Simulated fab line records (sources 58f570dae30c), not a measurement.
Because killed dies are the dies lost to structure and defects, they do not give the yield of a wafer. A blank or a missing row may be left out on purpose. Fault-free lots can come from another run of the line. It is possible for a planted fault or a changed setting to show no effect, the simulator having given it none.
Which tool is to blame? :: flow berkeley cmos170 :: Sampling: 13 lots, 39 wafers, 4 of 331 route steps

== WHAT THE GAUGES SHOWED, per wafer ==
UCB170_M3_BOW_MEAS_20. Usual: M3_BOW 36 um, standard deviation 6.3.
lot: L774
measured: day 7 17:48
on: film metro-01
M3_BOW (um): 39 36 34
flag: 

lot: L775
measured: day 7 19:30
on: film metro-02
M3_BOW (um): 44 31 35
flag: 

lot: L776
measured: day 8 11:58
on: film metro-01
M3_BOW (um): 29 37 49
flag: 

lot: L778
measured: day 8 19:10
on: film metro-03
M3_BOW (um): 39 40 36
flag: 

lot: L779
measured: day 8 19:44
on: film metro-01
M3_BOW (um): 42 42 38
flag: 

lot: L781
measured: day 9 08:19
on: film metro-02
M3_BOW (um): 26 39 27
flag: 

lot: L782
measured: day 9 08:44
on: film metro-01
M3_BOW (um): 43 33 30
flag: 

lot: L784
measured: day 10 02:26
on: film metro-02
M3_BOW (um): 47 43 35
flag: 

lot: L786
measured: day 10 11:11
on: film metro-01
M3_BOW (um): 26 43 42
flag: 

lot: L791
measured: day 11 19:32
on: film metro-02
M3_BOW (um): 42 35 36
flag: 

lot: L788
measured: day 11 11:41
on: film metro-01
M3_BOW (um): 42 38 45
flag: 

lot: L793
measured: day 11 19:43
on: film metro-02
M3_BOW (um): 32 39 42
flag: 

lot: L795
measured: day 12 04:37
on: film metro-03
M3_BOW (um): 30 38 31
flag: 

== TOOL THAT RAN EACH LOT (tool first, then ch and the chambers of the sampled wafers, then the start) ==
lot: L774
UCB170_NVT_STRIP_08: plasma asher-02 ch 0,1, day 5 07:49
UCB170_M1_STRIP_13: plasma asher-02 ch 0,1, day 6 21:59
UCB170_V1_CVD_00: pecvd-01 ch 0,1, day 7 02:21

lot: L775
UCB170_NVT_STRIP_08: plasma asher-03 ch 0,1, day 5 16:09
UCB170_M1_STRIP_13: plasma asher-03 ch 0,1, day 7 02:07
UCB170_V1_CVD_00: pecvd-02 ch 0,1, day 7 05:25

lot: L776
UCB170_NVT_STRIP_08: plasma asher-04 ch 0,1, day 6 00:59
UCB170_M1_STRIP_13: plasma asher-01 ch 0,1, day 7 19:10
UCB170_V1_CVD_00: pecvd-01 ch 0,1,2, day 7 21:38

lot: L778
UCB170_NVT_STRIP_08: plasma asher-02 ch 0,1, day 6 13:26
UCB170_M1_STRIP_13: plasma asher-02 ch 0,1, day 8 02:59
UCB170_V1_CVD_00: pecvd-02 ch 0,2, day 8 08:05

lot: L779
UCB170_NVT_STRIP_08: plasma asher-03 ch 0,1, day 6 13:45
UCB170_M1_STRIP_13: plasma asher-02 ch 0,1, day 8 04:26
UCB170_V1_CVD_00: pecvd-03 ch 1,2, day 8 08:05

lot: L781
UCB170_NVT_STRIP_08: plasma asher-04 ch 0,1, day 7 05:11
UCB170_M1_STRIP_13: plasma asher-01 ch 0,1, day 8 18:21
UCB170_V1_CVD_00: pecvd-01 ch 1,2, day 8 20:13

lot: L782
UCB170_NVT_STRIP_08: plasma asher-03 ch 0,1, day 7 06:48
UCB170_M1_STRIP_13: plasma asher-02 ch 0,1, day 8 18:29
UCB170_V1_CVD_00: pecvd-03 ch 0,1,2, day 8 20:13

lot: L784
UCB170_NVT_STRIP_08: plasma asher-03 ch 0,1, day 7 12:34
UCB170_M1_STRIP_13: plasma asher-01 ch 0,1, day 9 04:46
UCB170_V1_CVD_00: pecvd-03 ch 0,1, day 9 08:11

lot: L786
UCB170_NVT_STRIP_08: plasma asher-04 ch 0,1, day 7 20:05
UCB170_M1_STRIP_13: plasma asher-03 ch 0,1, day 9 19:41
UCB170_V1_CVD_00: pecvd-01 ch 1,2, day 9 21:34

lot: L791
UCB170_NVT_STRIP_08: plasma asher-02 ch 0,1, day 8 23:08
UCB170_M1_STRIP_13: plasma asher-01 ch 0,1, day 10 21:46
UCB170_V1_CVD_00: pecvd-01 ch 0,2, day 11 02:43

lot: L788
UCB170_NVT_STRIP_08: plasma asher-03 ch 0,1, day 8 23:23
UCB170_M1_STRIP_13: plasma asher-02 ch 0,1, day 10 20:38
UCB170_V1_CVD_00: pecvd-01 ch 0,2, day 10 22:40

lot: L793
UCB170_NVT_STRIP_08: plasma asher-02 ch 0, day 9 06:47
UCB170_M1_STRIP_13: plasma asher-02 ch 0,1, day 10 22:46
UCB170_V1_CVD_00: pecvd-02 ch 0,1,2, day 11 02:52

lot: L795
UCB170_NVT_STRIP_08: plasma asher-03 ch 0,1, day 9 17:08
UCB170_M1_STRIP_13: plasma asher-02 ch 0,1, day 11 11:41
UCB170_V1_CVD_00: pecvd-02 ch 0,2, day 11 14:02
- UCB170_NVT_STRIP_08: strips in O2.
- UCB170_M1_STRIP_13: strips in O2.
- UCB170_V1_CVD_00: deposits SiO2 from TEOS/O2, target thk 2000 nm, time 260.8 s.

== AS READ BY THE TOOLS THEMSELVES (means over the sampled wafers that have a number; for cases with no such wafer, the mark the record gives instead) ==
UCB170_NVT_STRIP_08. Usual: drypump motor current A 5.6 A, standard deviation 0.32; oes product au 0.735 a.u., standard deviation 0.0041; strip time to endpoint s 21.69 s, standard deviation 0.079.
lot: L774
tool: plasma asher-02
drypump motor current A (A): 6.0
oes product au (a.u.): 0.734
strip time to endpoint s (s): 21.86
flag: 

lot: L775
tool: plasma asher-03
drypump motor current A (A): 5.6
oes product au (a.u.): 0.735
strip time to endpoint s (s): 21.79
flag: 

lot: L776
tool: plasma asher-04
drypump motor current A (A): 5.4
oes product au (a.u.): 0.735
strip time to endpoint s (s): 21.53
flag: 

lot: L778
tool: plasma asher-02
drypump motor current A (A): 6.0
oes product au (a.u.): 0.734
strip time to endpoint s (s): 21.73
flag: 

lot: L779
tool: plasma asher-03
drypump motor current A (A): 5.4
oes product au (a.u.): 0.732
strip time to endpoint s (s): 21.74
flag: 

lot: L781
tool: plasma asher-04
drypump motor current A (A): 5.4
oes product au (a.u.): 0.731
strip time to endpoint s (s): 21.65
flag: 

lot: L782
tool: plasma asher-03
drypump motor current A (A): 5.4
oes product au (a.u.): 0.732
strip time to endpoint s (s): 21.58
flag: 

lot: L784
tool: plasma asher-03
drypump motor current A (A): 5.4
oes product au (a.u.): 0.732
strip time to endpoint s (s): 21.61
flag: 

lot: L786
tool: plasma asher-04
drypump motor current A (A): 5.4
oes product au (a.u.): 0.734
strip time to endpoint s (s): 21.65
flag: 

lot: L791
tool: plasma asher-02
drypump motor current A (A): 5.9
oes product au (a.u.): 0.732
strip time to endpoint s (s): 21.63
flag: 

lot: L788
tool: plasma asher-03
drypump motor current A (A): 5.7
oes product au (a.u.): 0.733
strip time to endpoint s (s): 21.78
flag: 

lot: L793
tool: plasma asher-02
drypump motor current A (A): 5.9
oes product au (a.u.): 0.733
strip time to endpoint s (s): 21.76
flag: 

lot: L795
tool: plasma asher-03
drypump motor current A (A): 5.4
oes product au (a.u.): 0.735
strip time to endpoint s (s): 21.69
flag: 

UCB170_M1_STRIP_13. Usual: drypump motor current A 5.7 A, standard deviation 0.39; oes product au 0.720 a.u., standard deviation 0.0045.
lot: L774
tool: plasma asher-02
drypump motor current A (A): 5.9
oes product au (a.u.): 0.721
flag: 

lot: L775
tool: plasma asher-03
drypump motor current A (A): 5.4
oes product au (a.u.): 0.718
flag: 

lot: L776
tool: plasma asher-01
drypump motor current A (A): 5.5
oes product au (a.u.): 0.719
flag: 

lot: L778
tool: plasma asher-02
drypump motor current A (A): 6.0
oes product au (a.u.): 0.720
flag: 

lot: L779
tool: plasma asher-02
drypump motor current A (A): 6.0
oes product au (a.u.): 0.720
flag: 

lot: L781
tool: plasma asher-01
drypump motor current A (A): 5.6
oes product au (a.u.): 0.721
flag: 

lot: L782
tool: plasma asher-02
drypump motor current A (A): 6.0
oes product au (a.u.): 0.721
flag: 

lot: L784
tool: plasma asher-01
drypump motor current A (A): 5.6
oes product au (a.u.): 0.718
flag: 

lot: L786
tool: plasma asher-03
drypump motor current A (A): 5.4
oes product au (a.u.): 0.720
flag: 

lot: L791
tool: plasma asher-01
drypump motor current A (A): 5.6
oes product au (a.u.): 0.718
flag: 

lot: L788
tool: plasma asher-02
drypump motor current A (A): 5.9
oes product au (a.u.): 0.718
flag: 

lot: L793
tool: plasma asher-02
drypump motor current A (A): 6.0
oes product au (a.u.): 0.718
flag: 

lot: L795
tool: plasma asher-02
drypump motor current A (A): 6.0
oes product au (a.u.): 0.723
flag: 

UCB170_V1_CVD_00. Usual: heater power w at 252 W, with a standard deviation of 50.
lot: L774
tool: pecvd-01
heater power w (W): 269
flag: 

lot: L775
tool: pecvd-02
heater power w (W): 258
flag: 

lot: L776
tool: pecvd-01
heater power w (W): 250
flag: 

lot: L778
tool: pecvd-02
heater power w (W): 289
flag: 

lot: L779
tool: pecvd-03
heater power w (W): 195
flag: 

lot: L781
tool: pecvd-01
heater power w (W): 255
flag: 

lot: L782
tool: pecvd-03
heater power w (W): 254
flag: 

lot: L784
tool: pecvd-03
heater power w (W): 268
flag: 

lot: L786
tool: pecvd-01
heater power w (W): 233
flag: 

lot: L791
tool: pecvd-01
heater power w (W): 204
flag: 

lot: L788
tool: pecvd-01
heater power w (W): 215
flag: 

lot: L793
tool: pecvd-02
heater power w (W): 269
flag: 

lot: L795
tool: pecvd-02
heater power w (W): 295
flag: 

== THE ANSWER, worked out from the rows above alone ==
Rule: take the mean of a lot's wafers that have a number; if it is more than 3 standard deviations from the usual mean, the lot is off. Also off: a lot with no number at a reading for which 4 or more lots have one. Any other lot the step has rows for is counted as sound. Order of review: gauges by route order, followed by the tools' own readings, for which a lot's mean as printed above is used. At the first step where some lot is off, the reading lying furthest off is the one used; lots without a number count as furthest.
Nothing can be told from this: no lot is off at any reading shown.

== WHAT THE SIMULATOR PUT IN ==
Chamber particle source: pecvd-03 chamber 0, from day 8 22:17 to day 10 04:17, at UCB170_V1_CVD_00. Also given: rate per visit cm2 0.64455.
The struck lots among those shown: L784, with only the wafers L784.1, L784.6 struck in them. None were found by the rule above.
